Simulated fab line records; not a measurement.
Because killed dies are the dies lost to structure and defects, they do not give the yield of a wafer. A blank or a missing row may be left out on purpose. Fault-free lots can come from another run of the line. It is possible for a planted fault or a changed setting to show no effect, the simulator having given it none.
Check for tools in common :: flow berkeleyCmos170 :: Sample size 14 lots and 42 wafers

== WHY IT WAS OPENED ==
UCB170_M1_RS_MEAS_01, reading M1_AL_RS: flagged on 2 of 14 lots. Wafers without a fault read 0.0482 ohm/sq, standard deviation 0.00057.
Rule: flag the lot when none of its wafers has a number, or when each of its wafers that has one lies beyond 4 standard deviations from that mean. The other lots count as sound.

lot: L370
measured: day 7 12:19
on: filmMetro-04
M1_AL_RS (ohm/sq), wafer by wafer: 0.0485 0.0489 0.0487
flag: 

lot: L373
measured: day 7 17:49
on: filmMetro-04
M1_AL_RS (ohm/sq), wafer by wafer: 0.0488 0.0478 0.0483
flag: 

lot: L371
measured: day 7 20:53
on: filmMetro-01
M1_AL_RS (ohm/sq), wafer by wafer: 0.0476 0.0475 0.0476
flag: 

lot: L372
measured: day 7 20:54
on: filmMetro-04
M1_AL_RS (ohm/sq), wafer by wafer: 0.0484 0.0481 0.0489
flag: 

lot: L374
measured: day 9 05:21
on: filmMetro-04
M1_AL_RS (ohm/sq), wafer by wafer: 0.0486 0.0476 0.0481
flag: 

lot: L375
measured: day 9 05:26
on: filmMetro-03
M1_AL_RS (ohm/sq), wafer by wafer: 0.0488 0.0485 0.0487
flag: 

lot: L376
measured: day 9 06:19
on: filmMetro-04
M1_AL_RS (ohm/sq), wafer by wafer: 0.0584 0.0574 0.0585
flag: FLAGGED

lot: L382
measured: day 10 08:20
on: filmMetro-04
M1_AL_RS (ohm/sq), wafer by wafer: 0.0475 0.0485 0.0483
flag: 

lot: L380
measured: day 10 12:25
on: filmMetro-01
M1_AL_RS (ohm/sq), wafer by wafer: 0.0592 0.0588 0.0586
flag: FLAGGED

lot: L388
measured: day 11 12:32
on: filmMetro-01
M1_AL_RS (ohm/sq), wafer by wafer: 0.0482 0.0477 0.0484
flag: 

lot: L385
measured: day 11 12:56
on: filmMetro-01
M1_AL_RS (ohm/sq), wafer by wafer: 0.0475 0.0481 0.0481
flag: 

lot: L387
measured: day 11 14:02
on: filmMetro-03
M1_AL_RS (ohm/sq), wafer by wafer: 0.0482 0.0481 0.0479
flag: 

lot: L390
measured: day 11 23:35
on: filmMetro-03
M1_AL_RS (ohm/sq), wafer by wafer: 0.0480 0.0480 0.0483
flag: 

lot: L391
measured: day 12 09:59
on: filmMetro-04
M1_AL_RS (ohm/sq), wafer by wafer: 0.0482 0.0478 0.0478
flag: 
On average the flagged lots' numbers are 0.0585 ohm/sq, which is +0.0103 ohm/sq against the usual, or +18 standard deviations.

== WHICH TOOL RAN EACH LOT ==
The record holds 3 process steps before the reading, out of a route of 331 steps. Every cell lists first the tool, next ch and the chambers used by the sampled wafers, and last the start.
lot: L370
flag: 
UCB170_PLDD_STRIP_10: plasmaAsher-03 ch 0,1, day 6 19:45
UCB170_PSD_STRIP_09: plasmaAsher-01 ch 0,1, day 7 03:34
UCB170_M1_SPUTTER_00: pvdSputter-04, day 7 12:16

lot: L373
flag: 
UCB170_PLDD_STRIP_10: plasmaAsher-02 ch 0,1, day 6 23:44
UCB170_PSD_STRIP_09: plasmaAsher-02 ch 0,1, day 7 07:35
UCB170_M1_SPUTTER_00: pvdSputter-03, day 7 17:43

lot: L371
flag: 
UCB170_PLDD_STRIP_10: plasmaAsher-03 ch 1, day 6 23:20
UCB170_PSD_STRIP_09: plasmaAsher-04 ch 0,1, day 7 07:45
UCB170_M1_SPUTTER_00: pvdSputter-03, day 7 20:48

lot: L372
flag: 
UCB170_PLDD_STRIP_10: plasmaAsher-04 ch 0,1, day 6 23:55
UCB170_PSD_STRIP_09: plasmaAsher-01 ch 0,1, day 7 07:54
UCB170_M1_SPUTTER_00: pvdSputter-04, day 7 20:48

lot: L374
flag: 
UCB170_PLDD_STRIP_10: plasmaAsher-03 ch 0,1, day 8 00:53
UCB170_PSD_STRIP_09: plasmaAsher-02 ch 0,1, day 8 13:20
UCB170_M1_SPUTTER_00: pvdSputter-01, day 9 05:14

lot: L375
flag: 
UCB170_PLDD_STRIP_10: plasmaAsher-04 ch 0,1, day 8 01:16
UCB170_PSD_STRIP_09: plasmaAsher-04 ch 0,1, day 8 13:47
UCB170_M1_SPUTTER_00: pvdSputter-03, day 9 05:14

lot: L376
flag: FLAGGED
UCB170_PLDD_STRIP_10: plasmaAsher-02 ch 1, day 8 01:01
UCB170_PSD_STRIP_09: plasmaAsher-02 ch 0,1, day 8 14:01
UCB170_M1_SPUTTER_00: pvdSputter-03, day 9 06:14

lot: L382
flag: 
UCB170_PLDD_STRIP_10: plasmaAsher-03 ch 0,1, day 9 11:52
UCB170_PSD_STRIP_09: plasmaAsher-02 ch 0,1, day 9 21:07
UCB170_M1_SPUTTER_00: pvdSputter-01, day 10 08:16

lot: L380
flag: FLAGGED
UCB170_PLDD_STRIP_10: plasmaAsher-03 ch 0,1, day 9 12:06
UCB170_PSD_STRIP_09: plasmaAsher-02 ch 0,1, day 10 01:25
UCB170_M1_SPUTTER_00: pvdSputter-03, day 10 12:21

lot: L388
flag: 
UCB170_PLDD_STRIP_10: plasmaAsher-02 ch 0,1, day 10 16:26
UCB170_PSD_STRIP_09: plasmaAsher-02 ch 0,1, day 11 01:50
UCB170_M1_SPUTTER_00: pvdSputter-04, day 11 12:29

lot: L385
flag: 
UCB170_PLDD_STRIP_10: plasmaAsher-03 ch 0,1, day 10 16:14
UCB170_PSD_STRIP_09: plasmaAsher-02 ch 0,1, day 11 01:18
UCB170_M1_SPUTTER_00: pvdSputter-01, day 11 12:50

lot: L387
flag: 
UCB170_PLDD_STRIP_10: plasmaAsher-02 ch 0,1, day 10 15:57
UCB170_PSD_STRIP_09: plasmaAsher-04 ch 0,1, day 11 01:43
UCB170_M1_SPUTTER_00: pvdSputter-04, day 11 13:58

lot: L390
flag: 
UCB170_PLDD_STRIP_10: plasmaAsher-04 ch 1, day 11 03:38
UCB170_PSD_STRIP_09: plasmaAsher-04 ch 0,1, day 11 13:11
UCB170_M1_SPUTTER_00: pvdSputter-04, day 11 23:30

lot: L391
flag: 
UCB170_PLDD_STRIP_10: plasmaAsher-02 ch 0,1, day 11 14:47
UCB170_PSD_STRIP_09: plasmaAsher-04 ch 0,1, day 12 00:43
UCB170_M1_SPUTTER_00: pvdSputter-01, day 12 09:53
What the steps here do:
- UCB170_PLDD_STRIP_10: strips in O2.
- UCB170_PSD_STRIP_09: strips in O2.
- UCB170_M1_SPUTTER_00: material Al, target thk 600 nm, time 80 s.
- UCB170_M1_RS_MEAS_01: measures by four-point-probe.

== FLAGGED OVER TOTAL, TOOL BY TOOL (the gauges that took the reading come last) ==
step: UCB170_PLDD_STRIP_10
tool: plasmaAsher-02
lots run: 5
flagged: 1
share of the flagged lots: some
sound lots run after its first flagged lot: 3 (L387,L388,L391)

step: UCB170_PLDD_STRIP_10
tool: plasmaAsher-03
lots run: 6
flagged: 1
share of the flagged lots: some
sound lots run after its first flagged lot: 1 (L385)

step: UCB170_PLDD_STRIP_10
tool: plasmaAsher-04
lots run: 3
flagged: 0
share of the flagged lots: none
sound lots run after its first flagged lot: -

step: UCB170_PSD_STRIP_09
tool: plasmaAsher-01
lots run: 2
flagged: 0
share of the flagged lots: none
sound lots run after its first flagged lot: -

step: UCB170_PSD_STRIP_09
tool: plasmaAsher-02
lots run: 7
flagged: 2
share of the flagged lots: all
sound lots run after its first flagged lot: 3 (L382,L385,L388)

step: UCB170_PSD_STRIP_09
tool: plasmaAsher-04
lots run: 5
flagged: 0
share of the flagged lots: none
sound lots run after its first flagged lot: -

step: UCB170_M1_SPUTTER_00
tool: pvdSputter-01
lots run: 4
flagged: 0
share of the flagged lots: none
sound lots run after its first flagged lot: -

step: UCB170_M1_SPUTTER_00
tool: pvdSputter-03
lots run: 5
flagged: 2
share of the flagged lots: all
sound lots run after its first flagged lot: 0

step: UCB170_M1_SPUTTER_00
tool: pvdSputter-04
lots run: 5
flagged: 0
share of the flagged lots: none
sound lots run after its first flagged lot: -

step: UCB170_M1_RS_MEAS_01
tool: filmMetro-01
lots run: 4
flagged: 1
share of the flagged lots: some
sound lots run after its first flagged lot: 2 (L388,L385)

step: UCB170_M1_RS_MEAS_01
tool: filmMetro-03
lots run: 3
flagged: 0
share of the flagged lots: none
sound lots run after its first flagged lot: -

step: UCB170_M1_RS_MEAS_01
tool: filmMetro-04
lots run: 7
flagged: 1
share of the flagged lots: some
sound lots run after its first flagged lot: 2 (L382,L391)

== WHAT THE TABLE PERMITS ==
Every flagged lot went through 2 rows of the table: plasmaAsher-02 at UCB170_PSD_STRIP_09 and pvdSputter-03 at UCB170_M1_SPUTTER_00.
- plasmaAsher-02 at UCB170_PSD_STRIP_09: 2 of its 7 lots flagged. Sound lots followed the first flagged one (L382, L385, L388) on it, something a lasting fault affecting the whole tool could not allow.
- pvdSputter-03 at UCB170_M1_SPUTTER_00: 2 of its 5 lots flagged. A fault beginning between L375 (day 9 05:14), its last sound lot, and L376 (day 9 06:14), its first flagged one, fits the data. Its own readings lie more than 4 standard deviations out on every wafer of the flagged lots: cathodeDcPowerW.
Just one tool remains: pvdSputter-03 at UCB170_M1_SPUTTER_00.

== WHAT HAD BEEN PUT IN BY THE SIMULATOR ==
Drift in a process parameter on pvdSputter-03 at UCB170_M1_SPUTTER_00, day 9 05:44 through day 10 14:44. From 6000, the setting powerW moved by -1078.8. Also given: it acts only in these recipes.
Shown lots that were struck: L376, L380. The rule given above showed the same thing.
